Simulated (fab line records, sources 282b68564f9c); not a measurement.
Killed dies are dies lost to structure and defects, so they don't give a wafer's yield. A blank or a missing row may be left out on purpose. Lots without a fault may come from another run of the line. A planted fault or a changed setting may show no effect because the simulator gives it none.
fab line records | flow rit_cmos
record lots=14 wafers=42 last_day=19
route steps=202 shown ACTIVE@4 PRETRO@70 PLDD@123
lots that met no fault: from a run of the same line without faults
start_h: hours from the record's first day to the start of the lot's first wafer shown | wait_h: hours since the lot's step before | " the same as in the row above | L1.1+2: a row that stands for several wafers | - no value, or no start given | * or withheld: withheld | < > ~ a bound
route shown NAME@n: a module of which the file shows steps, and the number in the route of the first | usual: mean/standard deviation of fault-free wafers | same: alike in all rows | chamber/n: place in a boat | sites: the reading at each site | _std_site: their standard deviation | _edge_site: outer sites' mean less inner sites' | radius_mm: how far each site lies from the wafer's centre | mask NAME#n: copy n | behind: the tool/chamber that last shaped the wafer | hold: why the lot was held/for how many hours/how that ended | device: the transistor (n, p or np) that didn't switch | end of line: the same wafers' tests at the end of the route | a step without rows: its recipe alone | killed: dies lost to structure and defects at the first sort, not the wafer's yield | map: a wafer's dies, x killed, . not, _ none there
set.NAME: the setting as run; set.NAME@STEP: as run at that earlier step | model.NAME: the simulator's own value behind a step, which no gauge read
steps of the route over a sample of lots; a table a step, a row a wafer
services: from which hour (start_h, from the record's first day; less than 0 if before it) a tool's chamber was out of use, for how many hours, and why
## steps
# step RIT_ACTIVE_CVD_03
# recipe material=Si3N4 target_thk_nm=150 temp_c=810 precursor=SiH2Cl2/NH3 time_s=1500 pressure_mtorr=300 sih2cl2_flow_sccm=60 nh3_flow_sccm=150
# usual spike_tc_source_C=831.1/1.9
# columns lot.wafer tool chamber start_h wait_h spike_tc_source_C
L864.1 lpcvd-02 1 17.67 0.1 830.0
L864.3 " 1 " " 829.2
L864.4 " 1 " " 831.2
L865.2 lpcvd-02 0 23.75 1.5 832.0
L865.4 " 0 " " 831.0
L865.6 " 0 " " 830.8
L866.1 lpcvd-02 1 27.23 0.1 828.8
L866.2 " 1 " " 827.5
L866.6 " 1 " " 829.8
L867.1 lpcvd-02 0 33.37 0.1 833.1
L867.2 " 0 " " 830.5
L867.5 " 0 " " 830.5
L868.1 lpcvd-01 1 37.18 0.1 832.0
L868.4 " 1 " " 829.3
L868.5 " 1 " " 834.2
L869.1 lpcvd-02 1 42.49 0.1 828.3
L869.2 " 1 " " 828.4
L869.4 " 1 " " 827.4
L870.2 lpcvd-02 0 47.25 0.0 829.3
L870.5 " 0 " " 831.7
L870.6 " 0 " " 830.8
L871.1 lpcvd-01 1 53.45 0.1 833.2
L871.4 " 1 " " 832.5
L871.5 " 1 " " 834.6
L872.1 lpcvd-02 0 61.89 0.1 830.7
L872.2 " 0 " " 831.4
L872.4 " 0 " " 832.1
L876.1 lpcvd-01 0 78.74 0.8 831.7
L876.4 " 0 " " 833.3
L876.6 " 0 " " 833.4
L880.1 lpcvd-01 0 97.11 0.1 834.3
L880.2 " 0 " " 832.0
L880.3 " 0 " " 833.7
L883.4 lpcvd-01 0 113.70 0.0 835.1
L883.5 " 0 " " 832.6
L883.6 " 0 " " 833.2
L884.2 lpcvd-02 0 118.78 1.3 832.2
L884.3 " 0 " " 828.9
L884.6 " 0 " " 831.5
L885.2 lpcvd-02 1 123.15 0.0 830.3
L885.4 " 1 " " 828.7
L885.5 " 1 " " 828.6
# step RIT_ACTIVE_THK_MEAS_04
# recipe reads=Si3N4_of_ACTIVE_CVD_03
# usual ACTIVE_NITRIDE_THK=150.0/1.5
# columns lot.wafer tool chamber start_h wait_h ACTIVE_NITRIDE_THK[nm]
L864.1 film_metro-01 - 19.09 0.0 149.8
L864.3 " - " " 149.1
L864.4 " - " " 149.5
L865.2 film_metro-03 - 25.18 0.0 150.6
L865.4 " - " " 152.2
L865.6 " - " " 151.7
L866.1 film_metro-01 - 28.65 0.0 149.4
L866.2 " - " " 149.6
L866.6 " - " " 151.0
L867.1 film_metro-04 - 34.79 0.0 148.4
L867.2 " - " " 148.8
L867.5 " - " " 148.9
L868.1 film_metro-01 - 38.60 0.0 147.9
L868.4 " - " " 146.6
L868.5 " - " " 147.8
L869.1 film_metro-04 - 43.91 0.0 151.3
L869.2 " - " " 152.3
L869.4 " - " " 150.9
L870.2 film_metro-04 - 48.67 0.1 112.9
L870.5 " - " " 113.2
L870.6 " - " " 113.3
L871.1 film_metro-01 - 54.87 0.0 151.7
L871.4 " - " " 150.0
L871.5 " - " " 149.7
L872.1 film_metro-04 - 64.02 0.1 114.2
L872.2 " - " " 114.3
L872.4 " - " " 114.3
L876.1 film_metro-04 - 80.15 0.0 148.7
L876.4 " - " " 150.1
L876.6 " - " " 150.8
L880.1 film_metro-03 - 98.53 0.0 149.2
L880.2 " - " " 149.2
L880.3 " - " " 149.0
L883.4 film_metro-01 - 115.86 0.0 148.9
L883.5 " - " " 149.2
L883.6 " - " " 149.0
L884.2 film_metro-03 - 120.20 0.0 152.6
L884.3 " - " " 152.8
L884.6 " - " " 153.4
L885.2 film_metro-01 - 124.57 0.0 151.5
L885.4 " - " " 151.3
L885.5 " - " " 149.7
# step RIT_ACTIVE_ETCH_13
# recipe stop_on=SiO2 chemistry=SF6 target=Si3N4 time_s=210 over_etch_frac=0.4 SF6_flow_sccm=200 pressure_mtorr=260 rf_w=125 target_depth_a=2100
# usual SF6_flow_sccm=200.0/0.6 drypump_motor_current_A=5.8/0.57 oes_product_au=0.822/0.015 throttle_valve_pct=7.52/0.088
# same over_etch_frac=0.4
# columns lot.wafer tool chamber start_h wait_h SF6_flow_sccm drypump_motor_current_A oes_product_au rf_hours_counter_h throttle_valve_pct
L864.1 rie_diel-01 3 20.27 0.1 200.3 6.7 0.815 107 7.37
L864.3 " 0 " " 200.3 5.8 0.808 163 7.51
L864.4 " 1 " " 200.0 6.0 0.804 146 7.47
L865.2 rie_diel-03 3 26.57 0.1 200.0 5.7 0.810 8 7.53
L865.4 " 1 " " 199.4 6.2 0.848 88 7.47
L865.6 " 2 " " 199.4 5.2 0.851 - 7.50
L866.1 rie_diel-01 2 29.86 0.1 197.9 4.9 0.835 3 7.61
L866.2 " 0 " " 199.8 5.7 0.814 163 7.51
L866.6 " 2 " " 198.5 5.0 0.831 - 7.61
L867.1 rie_diel-03 2 36.09 0.1 199.6 5.2 0.822 158 7.50
L867.2 " 1 " " 200.9 6.2 0.835 88 7.47
L867.5 " 3 " " 200.1 5.7 0.803 - 7.53
L868.1 rie_diel-01 1 39.97 0.1 200.1 6.0 0.790 146 7.45
L868.4 " 3 " " 199.2 6.7 0.817 107 7.36
L868.5 " 1 " " 199.7 6.0 0.790 - 7.47
L869.1 rie_diel-01 2 45.09 0.1 201.0 4.9 0.837 3 7.59
L869.2 " 0 " " 199.2 5.8 0.813 163 7.51
L869.4 " 1 " " 200.8 6.0 0.799 146 7.49
L870.2 rie_diel-03 3 49.97 0.1 199.9 5.8 0.703 9 7.51
L870.5 " 3 " " 199.6 5.7 0.705 - 7.52
L870.6 " 0 " " 200.8 6.7 0.726 - 7.46
L871.1 rie_diel-03 3 56.18 0.1 199.8 5.7 0.814 9 7.53
L871.4 " 0 " " 201.0 6.7 0.836 5 7.45
L871.5 " 1 " " 200.0 6.2 0.844 - 7.47
L872.1 rie_diel-02 0 65.32 0.1 200.3 5.6 0.709 16 7.42
L872.2 " 2 " " 200.6 5.4 0.697 4 7.77
L872.4 " 1 " " 199.4 6.4 0.712 6 7.65
L876.1 rie_diel-03 2 81.46 0.1 199.0 5.2 0.835 159 7.50
L876.4 " 3 " " 201.2 5.7 0.812 9 7.52
L876.6 " 2 " " 199.3 5.2 0.835 - 7.49
L880.1 rie_diel-03 2 99.71 0.1 200.9 5.2 0.832 159 7.50
L880.2 " 0 " " 200.0 6.7 0.827 5 7.46
L880.3 " 1 " " 199.6 6.2 0.839 89 7.47
L883.4 rie_diel-02 1 117.34 0.1 199.8 6.5 0.817 7 7.65
L883.5 " 2 " " 199.6 5.3 0.802 - 7.79
L883.6 " 1 " " 199.9 6.4 0.822 - 7.64
L884.2 rie_diel-03 0 121.37 0.1 199.7 6.7 0.841 5 7.44
L884.3 " 2 " " 200.0 5.2 0.835 0 7.50
L884.6 " 1 " " 200.0 6.2 0.846 - 7.47
L885.2 rie_diel-01 0 125.84 0.1 199.8 5.8 0.817 0 7.52
L885.4 " 2 " " 200.1 4.9 0.833 5 7.61
L885.5 " 0 " " 200.4 5.8 0.815 - 7.51
# step RIT_PRETRO_OVL_MEAS_06
# usual PRETRO_OVL=0.0/1.3
# columns lot.wafer tool chamber start_h wait_h PRETRO_OVL[nm]
L864.1 overlay-01 - 36.25 - -0.8
L864.3 " - " " 0.1
L864.4 " - " " -1.1
L865.2 overlay-01 - 43.18 - -0.6
L865.4 " - " " -1.1
L865.6 " - " " 0.3
L866.1 overlay-01 - 47.91 - 0.2
L866.2 " - " " -0.2
L866.6 " - " " -1.1
L867.1 overlay-02 - 52.36 - 0.0
L867.2 " - " " 0.4
L867.5 " - " " -0.7
L868.1 overlay-02 - 56.79 - 0.1
L868.4 " - " " 0.5
L868.5 " - " " 2.5
L869.1 overlay-01 - 65.34 - 0.6
L869.2 " - " " -0.7
L869.4 " - " " 0.2
L870.2 overlay-02 - 72.30 - -0.4
L870.5 " - " " -1.5
L870.6 " - " " -1.1
L871.1 overlay-02 - 76.26 - 1.7
L871.4 " - " " 1.7
L871.5 " - " " 2.2
L872.1 overlay-02 - 82.50 - -0.2
L872.2 " - " " -2.1
L872.4 " - " " -0.1
L876.1 overlay-02 - 101.09 - -0.8
L876.4 " - " " -1.3
L876.6 " - " " 0.8
L880.1 overlay-01 - 118.82 - -0.4
L880.2 " - " " -2.0
L880.3 " - " " -1.1
L883.4 overlay-01 - 134.05 - 1.5
L883.5 " - " " 1.5
L883.6 " - " " -0.7
L884.2 overlay-01 - 139.30 - -0.5
L884.3 " - " " 0.5
L884.6 " - " " 0.8
L885.2 overlay-01 - 420.44 - 0.4
L885.4 " - " " -0.7
L885.5 " - " " 0.6
# step RIT_PLDD_STRIP_09
# recipe chemistry=O2 time_s=180 resist=NOVOLAK platen_temp_c=withheld power_w=500 pressure_mtorr=4000 o2_flow_sccm=4000
# usual drypump_motor_current_A=6.2/0.37
# columns lot.wafer tool chamber start_h wait_h drypump_motor_current_A rf_hours_counter_h
L864.1 plasma_asher-03 1 48.28 0.1 6.3 42
L864.3 " 0 " " 6.8 -
L864.4 " 1 " " 6.3 -
L865.2 plasma_asher-04 0 60.43 0.1 6.0 27
L865.4 " 0 " " 6.0 -
L865.6 " 0 " " 6.0 -
L866.1 plasma_asher-03 0 67.48 0.1 6.8 43
L866.2 " 1 " " 6.3 43
L866.6 " 0 " " 6.8 -
L867.1 plasma_asher-02 1 74.32 0.1 5.9 38
L867.2 " 0 " " 5.7 38
L867.5 " 1 " " 5.8 -
L868.1 plasma_asher-04 1 76.22 0.1 6.2 28
L868.4 " 0 " " 6.0 -
L868.5 " 1 " " 6.2 -
L869.1 plasma_asher-02 0 78.80 0.1 5.6 38
L869.2 " 1 " " 5.9 38
L869.4 " 1 " " 5.8 -
L870.2 plasma_asher-04 1 86.57 0.1 6.2 29
L870.5 " 0 " " 6.0 -
L870.6 " 1 " " 6.2 -
L871.1 plasma_asher-03 1 89.70 0.1 6.3 46
L871.4 " 0 " " 6.8 -
L871.5 " 1 " " 6.3 -
L872.1 plasma_asher-04 1 104.36 0.1 6.2 31
L872.2 " 0 " " 6.0 31
L872.4 " 0 " " 6.0 -
L876.1 plasma_asher-02 1 119.23 0.1 5.8 42
L876.4 " 1 " " 5.8 -
L876.6 " 1 " " 5.8 -
L880.1 plasma_asher-02 1 134.66 0.1 5.9 44
L880.2 " 0 " " 5.6 44
L880.3 " 1 " " 5.9 -
L883.4 plasma_asher-03 0 149.08 0.1 6.8 -
L883.5 " 0 " " 6.8 -
L883.6 " 1 " " 6.3 -
L884.2 plasma_asher-03 1 154.48 0.1 6.3 53
L884.3 " 0 " " 6.8 -
L884.6 " 0 " " 6.8 -
L885.2 plasma_asher-04 1 434.88 0.1 6.2 68
L885.4 " 0 " " 6.0 -
L885.5 " 1 " " 6.2 -
## services
# columns tool chamber start_h hours kind
plasma_asher-03 - -5.41 2.3 repair
rie_diel-01 3 23.50 10.1 repair
plasma_asher-02 - 26.21 1.6 repair
rie_diel-01 1 29.18 3.3 repair
rie_diel-03 3 29.23 4.8 repair
plasma_asher-03 - 56.59 2.4 repair
rie_diel-01 3 77.46 16.6 repair
lpcvd-01 - 86.13 1.0 repair
plasma_asher-02 - 105.02 4.3 repair
rie_diel-03 0 112.56 7.1 repair
plasma_asher-02 - 135.24 0.7 repair
rie_diel-01 2 157.57 2.2 repair
plasma_asher-04 - 162.32 2.8 pm
lpcvd-02 - 173.97 0.5 repair
rie_diel-03 0 236.01 6.1 repair
rie_diel-03 1 364.21 9.9 repair
rie_diel-01 3 369.79 11.1 repair
plasma_asher-03 - 373.70 14.6 pm
rie_diel-01 0 377.79 10.0 repair
rie_diel-01 3 389.34 8.6 repair
lpcvd-01 - 394.10 2.8 pm
rie_diel-01 - 401.40 28.1 pm
plasma_asher-02 - 420.17 1.0 repair
rie_diel-03 - 432.73 0.2 repair
## key
first_sign step=RIT_ACTIVE_THK_MEAS_04 reading=ACTIVE_NITRIDE_THK direction=down sigmas=25 usual=150.0 struck=113.7
effect step=RIT_ACTIVE_ETCH_13 reading=oes_product_au direction=down sigmas=7.7 usual=0.822 struck=0.709
met_at RIT_ACTIVE_CVD_03
struck_lots L870,L872
struck_wafers L870.2,L870.5,L870.6,L872.1,L872.2,L872.4
tester_left_out L870,L872
not_acting_at RIT_PRETRO_OVL_MEAS_06,RIT_PLDD_STRIP_09
onset_between 33.37 47.25
fault kind=process_parameter_drift tool=lpcvd-02 chamber=0 onset_h=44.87 steps=RIT_ACTIVE_CVD_03 channel=time_s offset=* shape=step end_h=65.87 acts_in=* stated=*
# tester_left_out: of these lots the tester's yield and bins aren't shown, on N5 and GAA mostly nor the transistor test; their killed dies are dies lost to structure and defects alone, not to doping, threshold or leakage, so they don't give the yield
